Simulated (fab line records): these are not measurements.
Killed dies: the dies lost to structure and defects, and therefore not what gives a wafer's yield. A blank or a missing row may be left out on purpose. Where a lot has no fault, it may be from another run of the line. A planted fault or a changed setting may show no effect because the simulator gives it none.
Split-lot experiment + flow berkeley_cmos170 + 5 lots, 23 wafers read, on a route of 331 steps

ABOUT THE SPLIT
At UCB170_V1_CVD_00 (deposits SiO2 from TEOS/O2, target thk 2000 nm, time 250 s), the setting time_s was moved away from the recipe's 250 s on 8 of the 23 wafers read, by -13.4% to +6.3%. This setting was run at the recipe's value on the other wafers.

There is no step in the file separating the split from the reading.

THE READING
At UCB170_V1_THK_MEAS_01: V1_TEOS_THK, given in nm. Fault-free wafers of this fab line usually give 1998 nm, standard deviation 27 nm.

| wafer  | tool, chamber at the split | time_s as run, s | against the recipe | V1_TEOS_THK, nm | against lot-mates on the recipe |
|--------|----------------------------|------------------|--------------------|-----------------|---------------------------------|
| L074.1 | pecvd-04, 0                | 234.5            | -6.2%              | 1885            | -142                            |
| L074.2 | pecvd-04, 2                | 234.5            | -6.2%              | 1878            | -148                            |
| L074.3 | pecvd-04, 1                | 250              | recipe             | 1995            | -                               |
| L074.4 | pecvd-04, 0                | 234.5            | -6.2%              | 1887            | -140                            |
| L074.6 | pecvd-04, 2                | 250              | recipe             | 2058            | -                               |
| L079.1 | pecvd-03, 0                | 250              | recipe             | 1977            | -                               |
| L079.2 | pecvd-03, 2                | 265.8            | +6.3%              | 2100            | +99                             |
| L079.3 | pecvd-03, 1                | 265.8            | +6.3%              | 2087            | +86                             |
| L079.5 | pecvd-03, 0                | 250              | recipe             | 2020            | -                               |
| L079.6 | pecvd-03, 1                | 250              | recipe             | 2005            | -                               |
| L083.2 | pecvd-03, 2                | 250              | recipe             | 1963            | -                               |
| L083.3 | pecvd-03, 0                | 250              | recipe             | 1944            | -                               |
| L083.4 | pecvd-03, 2                | 250              | recipe             | 1989            | -                               |
| L083.5 | pecvd-03, 0                | 250              | recipe             | 2016            | -                               |
| L083.6 | pecvd-03, 1                | 250              | recipe             | 1978            | -                               |
| L081.1 | pecvd-02, 2                | 216.5            | -13.4%             | 1718            | -286                            |
| L081.2 | pecvd-02, 1                | 216.5            | -13.4%             | 1709            | -294                            |
| L081.3 | pecvd-02, 0                | 250              | recipe             | 1971            | -                               |
| L081.5 | pecvd-02, 1                | 216.5            | -13.4%             | 1728            | -276                            |
| L081.6 | pecvd-02, 0                | 250              | recipe             | 2036            | -                               |
| L085.4 | pecvd-03, 2                | 250              | recipe             | 2011            | -                               |
| L085.5 | pecvd-03, 0                | 250              | recipe             | 2007            | -                               |
| L085.6 | pecvd-03, 1                | 250              | recipe             | 2024            | -                               |

THE FIT
A straight line over all 23 wafers: V1_TEOS_THK changes by +19.7 nm for each +1% of time_s; r = +0.97; the points scatter about the line by 27 nm.
The same after taking each lot's own level away (the mean of its wafers on the recipe; 23 wafers): +20.4 nm for each +1%; r = +0.98; scatter 23 nm.
According to that fit, moving time_s by its largest amount changes the reading by 2.7e+02 nm.
The lots' own levels span 1978.0 to 2026.5 nm, that is 1.8 times the standard deviation above.
So the lot-to-lot level changes the slope little: the two slopes agree.
Check: -279 nm against its lot-mates is what the line predicts for one of the wafers moved furthest among these (-13.4%) when that wafer is left out of the fit. Against them it came out at -286 nm.

THE WHOLE CHAIN: every reading that the file lists as answering this split, in the file's order
| step                  | what it does                                               | reading                                                                   | change (the file's fit)              | r (the file's) |
|-----------------------|------------------------------------------------------------|---------------------------------------------------------------------------|--------------------------------------|----------------|
| UCB170_V1_CVD_00      | deposits SiO2 from TEOS/O2, target thk 2000 nm, time 250 s | SiO2_of_V1_CVD_00.thk_nm (the simulator's own value, which no gauge read) | +20.5 nm for each +1% of the setting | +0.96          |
| UCB170_V1_THK_MEAS_01 |                                                            | V1_TEOS_THK                                                               | +20.5 for each +1% of the setting    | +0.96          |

THE FILE'S OWN FIT
V1_TEOS_THK changes by +20.5 nm for each +1% of time_s, r = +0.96.
